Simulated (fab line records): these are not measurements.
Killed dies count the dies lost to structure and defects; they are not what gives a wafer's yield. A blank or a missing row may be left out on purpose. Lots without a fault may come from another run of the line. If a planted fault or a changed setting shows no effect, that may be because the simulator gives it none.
The tool behind it: which one? + flow berkeley-cmos170 + Sampling: 15 lots, 45 wafers, 4 of 331 route steps

WHAT THE GAUGES READ, wafer by wafer
UCB170_NVT_TW_MEAS_09.
| lot  | measured    | on            | NVT_TW      |
|------|-------------|---------------|-------------|
| L471 | day 5 17:59 | film-metro-02 | 533 531 531 |
| L472 | day 6 07:24 | film-metro-01 | 539 541 536 |
| L475 | day 6 06:56 | film-metro-02 | 530 529 529 |
| L476 | day 7 01:33 | film-metro-03 | 520 517 518 |
| L477 | day 7 01:18 | film-metro-03 | 518 519 519 |
| L482 | day 7 22:56 | film-metro-03 | 522 517 519 |
| L487 | day 8 22:55 | film-metro-01 | 536 536 535 |
| L488 | day 8 23:11 | film-metro-03 | 517 519 517 |
| L489 | day 9 15:13 | film-metro-02 | 531 529 528 |
| L491 | day 9 15:27 | film-metro-03 | 522 520 519 |
| L492 | day 9 23:13 | film-metro-02 | 532 526 530 |
| L493 | day 9 23:26 | film-metro-01 | 540 538 538 |

UCB170_M1_RS_MEAS_01: uses a four-point probe to measure.
| lot  | measured     | on            | M1_AL_RS (ohm/sq)    |
|------|--------------|---------------|----------------------|
| L471 | day 7 05:14  | film-metro-04 | 0.0486 0.0482 0.0480 |
| L472 | day 7 22:19  | film-metro-02 | 0.0489 0.0489 0.0485 |
| L475 | day 7 22:55  | film-metro-04 | 0.0491 0.0497 0.0495 |
| L476 | day 8 15:01  | film-metro-01 | 0.0486 0.0487 0.0489 |
| L477 | day 8 12:08  | film-metro-02 | 0.0490 0.0484 0.0490 |
| L482 | day 9 11:09  | film-metro-02 | 0.0493 0.0489 0.0486 |
| L487 | day 10 11:40 | film-metro-02 | 0.0480 0.0480 0.0477 |
| L488 | day 10 11:16 | film-metro-02 | 0.0487 0.0484 0.0486 |
| L489 | day 11 00:38 | film-metro-02 | 0.0480 0.0480 0.0482 |
| L491 | day 11 01:41 | film-metro-01 | 0.0489 0.0493 0.0498 |
| L492 | day 11 16:06 | film-metro-04 | 0.0488 0.0484 0.0487 |
| L493 | day 11 16:18 | film-metro-01 | 0.0482 0.0484 0.0487 |

UCB170_M2_CD_MEAS_90: the cd target is 700 nm.
| lot  | measured     | on        | cd-nm (nm)        |
|------|--------------|-----------|-------------------|
| L471 | day 7 16:19  | cd-sem-02 | 702.8 705.5 703.7 |
| L472 | day 8 08:57  | cd-sem-01 | 700.2 698.0 702.0 |
| L475 | day 8 09:10  | cd-sem-02 | 701.4 706.6 703.7 |
| L476 | day 9 02:26  | cd-sem-02 | 704.8 705.1 701.1 |
| L477 | day 9 02:35  | cd-sem-01 | 701.6 701.2 703.2 |
| L482 | day 9 21:55  | cd-sem-02 | 697.2 698.2 699.1 |
| L487 | day 10 22:08 | cd-sem-01 | 701.0 700.5 702.5 |
| L488 | day 10 21:43 | cd-sem-02 | 703.9 703.3 702.1 |
| L489 | day 11 18:07 | cd-sem-01 | 701.5 701.3 700.0 |
| L491 | day 11 17:50 | cd-sem-02 | 697.4 702.0 697.9 |
| L492 | day 12 06:20 | cd-sem-01 | 703.3 701.0 702.6 |
| L493 | day 12 06:53 | cd-sem-02 | 701.1 701.9 700.0 |

TOOL THAT RAN EACH LOT (tool first, then ch and the chambers of the sampled wafers, then the start)
| lot  | UCB170_NWELL_CVD_04        |
|------|----------------------------|
| L471 | lpcvd-02 ch 1, day 2 08:23 |
| L472 | lpcvd-02 ch 1, day 2 13:23 |
| L475 | lpcvd-01 ch 0, day 3 03:20 |
| L476 | lpcvd-01 ch 1, day 3 14:16 |
| L477 | lpcvd-02 ch 0, day 3 18:19 |
| L482 | lpcvd-01 ch 1, day 4 18:40 |
| L483 | lpcvd-02 ch 1, day 4 22:23 |
| L484 | lpcvd-02 ch 1, day 5 04:08 |
| L485 | lpcvd-01 ch 0, day 5 05:23 |
| L487 | lpcvd-01 ch 0, day 5 16:02 |
| L488 | lpcvd-01 ch 0, day 5 19:02 |
| L489 | lpcvd-01 ch 0, day 6 04:28 |
| L491 | lpcvd-01 ch 0, day 6 08:49 |
| L492 | lpcvd-02 ch 0, day 6 19:46 |
| L493 | lpcvd-01 ch 1, day 6 22:50 |
- UCB170_NWELL_CVD_04: deposits Si3N4 from SiH2Cl2/NH3, target thk 224 nm, time 3360 s.

WHAT THE TOOLS THEMSELVES READ (means of the sampled wafers that have a number; where no wafer has one, the mark that the record gives instead)
UCB170_NWELL_CVD_04.
| lot  | tool     | nh3-flow-sccm (sccm) | pressure-mtorr (mTorr) | sih2cl2-flow-sccm (sccm) | zone-power-centre-pct (%) |
|------|----------|----------------------|------------------------|--------------------------|---------------------------|
| L471 | lpcvd-02 | 74.96                | 200.3                  | 24.98                    | 32                        |
| L472 | lpcvd-02 | 74.82                | 200.0                  | 24.89                    | 32                        |
| L475 | lpcvd-01 | 74.65                | 199.9                  | 25.01                    | 37                        |
| L476 | lpcvd-01 | 74.43                | 199.8                  | 24.97                    | 41                        |
| L477 | lpcvd-02 | 75.38                | 199.6                  | 25.03                    | 33                        |
| L482 | lpcvd-01 | 75.11                | 200.0                  | 25.04                    | 42                        |
| L483 | lpcvd-02 | -                    | -                      | -                        | -                         |
| L484 | lpcvd-02 | -                    | -                      | -                        | -                         |
| L485 | lpcvd-01 | -                    | -                      | -                        | -                         |
| L487 | lpcvd-01 | 74.81                | 200.6                  | 25.01                    | 36                        |
| L488 | lpcvd-01 | 75.04                | 200.3                  | 24.98                    | 37                        |
| L489 | lpcvd-01 | 75.03                | 199.8                  | 25.09                    | 36                        |
| L491 | lpcvd-01 | 75.22                | 200.3                  | 25.01                    | 37                        |
| L492 | lpcvd-02 | 75.08                | 199.8                  | 25.03                    | 33                        |
| L493 | lpcvd-01 | 74.91                | 199.7                  | 24.98                    | 42                        |

THE ANSWER, worked out from the rows above alone
Rule: what is usual is taken from the lots themselves. The widest of any qualifying gaps counts: lots, ordered by their means at a reading, are off when they make up no more than a third of the lots, leave a main group of 4 or more, and stand apart from it by 3 or more times the standard deviation of that group's means. If all means in a main group match to the digits the tables above print for the reading, that group is not used. Also off: a lot with no number at a reading for which 4 or more lots have one. Where the step has rows for the other lots, those lots are counted as sound. After the gauges, taken in route order, come the tools' own readings; for these a lot's mean is taken, as printed above. At the first step where some lot is off, the reading lying furthest off is the one used; lots without a number count as furthest.
Off, at UCB170_NWELL_CVD_04 on nh3-flow-sccm: L483, L484, L485. Without a number there: L483, L484, L485. Mean 74.95 sccm and standard deviation 0.24 in the main group.
A tool fits if, at that step or a process step before it, it ran every lot that is off, and no sound lot after the first of them. Of those tried, none fits.

WHAT THE SIMULATOR HAD INSERTED
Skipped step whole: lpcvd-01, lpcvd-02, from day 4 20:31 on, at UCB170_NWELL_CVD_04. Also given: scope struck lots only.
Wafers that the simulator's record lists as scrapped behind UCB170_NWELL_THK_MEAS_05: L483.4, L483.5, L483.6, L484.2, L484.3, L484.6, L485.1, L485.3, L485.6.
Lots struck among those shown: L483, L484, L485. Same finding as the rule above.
